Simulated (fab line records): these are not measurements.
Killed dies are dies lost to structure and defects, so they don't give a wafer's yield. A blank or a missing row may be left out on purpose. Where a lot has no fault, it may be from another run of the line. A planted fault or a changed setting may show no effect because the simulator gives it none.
Comparing a struck lot with a sound one -- flow rit_cmos -- 15 out of 202 route steps
Sound: the wafers L721.2, L721.3, L721.6. Wafers struck: L736.1, L736.2, L736.6. Last of all comes the cause.
For every step that has rows: the tool of each side, followed by ch and its chambers, followed by its first start. Under that, the readings that differ: sound wafers -- struck wafers -- difference of the means -- sigmas: that difference in standard deviations of wafers without a fault.
alike: words and numbers the same on both sides, and readings whose means are apart by under 2 such deviations; not compared: readings that were withheld, readings missing a value for some wafer, numbers with overlapping values and no deviation given by the record, and bounds like >300 which may hide the same value.
Wherever a step has rows on one side only, a row that says differs or no value, or a row with sigmas, the two part there. Numbers that don't overlap but have no deviation are shown without sigmas and don't part them. A reading missing from all wafers of one side parts the sides only when that side holds two or more wafers.

RIT_CONTACT_STRIP_12: strips in O2, time 180 s.
  sound on plasma_asher-01 ch 0,1, day 3 04:47; struck on plasma_asher-03 ch 0,1, day 6 17:42
reading,sound,struck,difference,sigmas
o2_flow_sccm (sccm),4035 4012 4012,3981 4000 4002,-25,-2
  alike: drypump_motor_current_A
  not compared: rf_hours_counter_h
RIT_CONTACT_CD_MEAS_90: target cd 1000 nm.
  sound on cd_sem-01 at day 3 04:59; struck on cd_sem-01 at day 6 17:53
  alike: cd_nm
then, 2 steps without rows for these wafers: RIT_CONTACT_CLEAN_13 (cleans in SC1, time 600 s); RIT_CONTACT_CLEAN_14 (cleans in SC2, time 600 s).
RIT_M1_SPUTTER_00: material Al, target thk 400 nm, time 500 s.
  sound on pvd_sputter-01 at day 3 05:26; struck on pvd_sputter-04 at day 6 18:21
  alike: throttle_valve_pct
RIT_M1_RS_MEAS_01: the measuring method here is four-point-probe.
  sound on film_metro-03 at day 3 05:45; struck on film_metro-03 at day 6 18:38
  alike: M1_AL_RS
RIT_M1_THK_MEAS_02: measures by xrf.
  sound on film_metro-03 at day 3 05:52; struck on film_metro-03 at day 6 18:46
  alike: M1_AL_THK
then, 5 steps without rows for these wafers: RIT_M1_HMDS_03 (prime time 60 s); RIT_M1_COAT_04 (resist thk 1300 nm); RIT_M1_SOFTBAKE_05 (time 60 s); RIT_M1_EXPOSE_06 (exposes mask M12, target cd 2600 nm); RIT_M1_PEB_07.
RIT_M1_DEVELOP_08: develop time 68 s.
  sound on litho_track-02 ch 0, day 3 06:00; struck on litho_track-04 ch 0, day 6 19:00
reading,sound,struck,difference,sigmas
developer_temp_C (C),23.07 22.95 22.97,22.33 22.17 22.15,-0.78,-9
RIT_M1_CD_MEAS_09: target cd 2600 nm.
  sound on cd_sem-01 at day 3 06:56; struck on cd_sem-02 at day 6 19:53
  alike: cd_nm
RIT_M1_PROBE_99:
  sound on prober-02 at day 3 10:43; struck on prober-01 at day 6 23:40
reading,sound,struck,difference,sigmas
killed_at_front_end,11 7 14,6 6 1,-6,-2
killed_dies,11 7 14,6 6 1,-6,-2
sort_bin_5_function (%),2.7 1.9 3.4,1.5 1.1 0.4,-1.7,-2
sort_n_pass,253 257 250,258 258 263,+6,+2
  alike: defect_limited_yield, killed_open, killed_short, sort_bin_3_pad_short, sort_bin_6_memory, sort_yield_pct

## WHERE THEY PART
Last at RIT_M1_PROBE_99 as far as this record goes, first at RIT_CONTACT_STRIP_12.

WHY: what the simulator had put in
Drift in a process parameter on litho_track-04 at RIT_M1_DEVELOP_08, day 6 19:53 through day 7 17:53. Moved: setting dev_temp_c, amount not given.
